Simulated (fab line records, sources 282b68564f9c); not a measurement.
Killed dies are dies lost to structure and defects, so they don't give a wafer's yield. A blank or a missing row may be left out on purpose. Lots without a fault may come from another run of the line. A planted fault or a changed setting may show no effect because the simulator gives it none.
Which tool did it? | flow rit_cmos | 16 lots, 48 wafers sampled, at 2 steps of a route of 202

WHAT THE GAUGES READ, wafer by wafer
RIT_NRETRO_OVL_MEAS_06. Usual: NRETRO_OVL 0.1 nm, standard deviation 1.3.
lot  | measured    | on         | NRETRO_OVL (nm)      | flag
L794 | day 2 05:28 | overlay-01 | -1.0 -0.6 -1.2       |
L795 | day 2 10:23 | overlay-02 | -0.8 -0.6 -1.8       |
L797 | day 2 19:56 | overlay-02 | 2.4 1.0 0.0          |
L798 | day 3 01:59 | overlay-01 | 0.2 0.1 0.8          |
L799 | day 3 06:32 | overlay-02 | -2.3 -1.3 0.4        |
L801 | day 3 15:55 | overlay-02 | -0.1 -1.5 -0.1       |
L805 | day 4 12:22 | overlay-02 | -0.9 -1.5 -2.4       |
L806 | day 4 17:00 | overlay-02 | 0.7 2.0 0.8          |
L807 | day 4 22:48 | overlay-02 | -301.0 -300.8 -299.1 | OFF
L808 | day 5 03:50 | overlay-01 | -1.8 -0.4 -0.1       |
L810 | day 5 13:29 | overlay-02 | -299.6 -297.9 -298.5 | OFF
L811 | day 5 18:19 | overlay-02 | -299.0 -297.2 -298.7 | OFF
L813 | day 6 03:41 | overlay-02 | -1.5 0.1 -0.7        |
L815 | day 6 13:58 | overlay-01 | -299.6 -298.5 -298.0 | OFF
L816 | day 6 22:55 | overlay-02 | 0.9 0.4 -0.8         |
L817 | day 7 03:53 | overlay-02 | -0.4 1.2 0.0         |

WHICH TOOL RAN EACH LOT (tool, then ch and the chambers of the sampled wafers, then the start)
lot  | RIT_NRETRO_EXPOSE_03
L794 | iline_stepper-02 ch 0, day 2 05:02
L795 | iline_stepper-01 ch 0, day 2 09:57
L797 | iline_stepper-02 ch 0, day 2 19:32
L798 | iline_stepper-02 ch 0, day 3 01:35
L799 | iline_stepper-01 ch 0, day 3 06:07
L801 | iline_stepper-01 ch 0, day 3 15:31
L805 | iline_stepper-02 ch 0, day 4 11:48
L806 | iline_stepper-01 ch 0, day 4 16:34
L807 | iline_stepper-02 ch 0, day 4 22:23
L808 | iline_stepper-01 ch 0, day 5 03:24
L810 | iline_stepper-02 ch 0, day 5 13:04
L811 | iline_stepper-02 ch 0, day 5 17:53
L813 | iline_stepper-01 ch 0, day 6 03:15
L815 | iline_stepper-02 ch 0, day 6 13:32
L816 | iline_stepper-01 ch 0, day 6 22:30
L817 | iline_stepper-01 ch 0, day 7 03:28
- RIT_NRETRO_EXPOSE_03: exposes mask M4, target cd 43900 nm.

WHAT THE TOOLS THEMSELVES READ (means of the sampled wafers that have a number; where no wafer has one, the mark that the record gives instead)
RIT_NRETRO_EXPOSE_03. Usual: stage_vel_mm_s 499.89 mm/s, standard deviation 0.26.
lot  | tool             | stage_vel_mm_s (mm/s) | flag
L794 | iline_stepper-02 | 499.64                |
L795 | iline_stepper-01 | 499.69                |
L797 | iline_stepper-02 | 499.90                |
L798 | iline_stepper-02 | 499.97                |
L799 | iline_stepper-01 | 499.91                |
L801 | iline_stepper-01 | 499.54                |
L805 | iline_stepper-02 | 500.17                |
L806 | iline_stepper-01 | 499.81                |
L807 | iline_stepper-02 | 499.72                |
L808 | iline_stepper-01 | 499.54                |
L810 | iline_stepper-02 | 499.98                |
L811 | iline_stepper-02 | 499.86                |
L813 | iline_stepper-01 | 499.89                |
L815 | iline_stepper-02 | 499.89                |
L816 | iline_stepper-01 | 499.93                |
L817 | iline_stepper-01 | 499.74                |

THE ANSWER, worked out from the rows above alone
Rule: a lot is off if the mean of its wafers that have a number lies more than 3 standard deviations from the usual mean. A lot without any number at a reading at which 4 lots or more have one is off too. The other lots that the step has rows for count as sound. The gauges are gone through in route order, then the tools' own readings, and for those a lot's mean is taken as printed above. The first step at which some lot is off is used, and at that step the reading that is off furthest; a lot without a number counts as furthest.
Off: L807, L810, L811, L815, at RIT_NRETRO_OVL_MEAS_06 (NRETRO_OVL).
A tool fits if, at a process step before that reading, it ran every lot that is off, and no sound lot after the first of them. The gauges at RIT_NRETRO_OVL_MEAS_06 are tried like those tools. One fits: iline_stepper-02 at RIT_NRETRO_EXPOSE_03. Its last sound lot is L805 (day 4 11:48), its first lot that is off L807 (day 4 22:23): a fault that began between those two fits.

WHAT THE SIMULATOR HAD PUT IN
Scanner matching overlay: iline_stepper-02, from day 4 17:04 on, at RIT_NRETRO_EXPOSE_03. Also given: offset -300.
Lots struck among those shown: L807, L810, L811, L815. The rule above found the same.
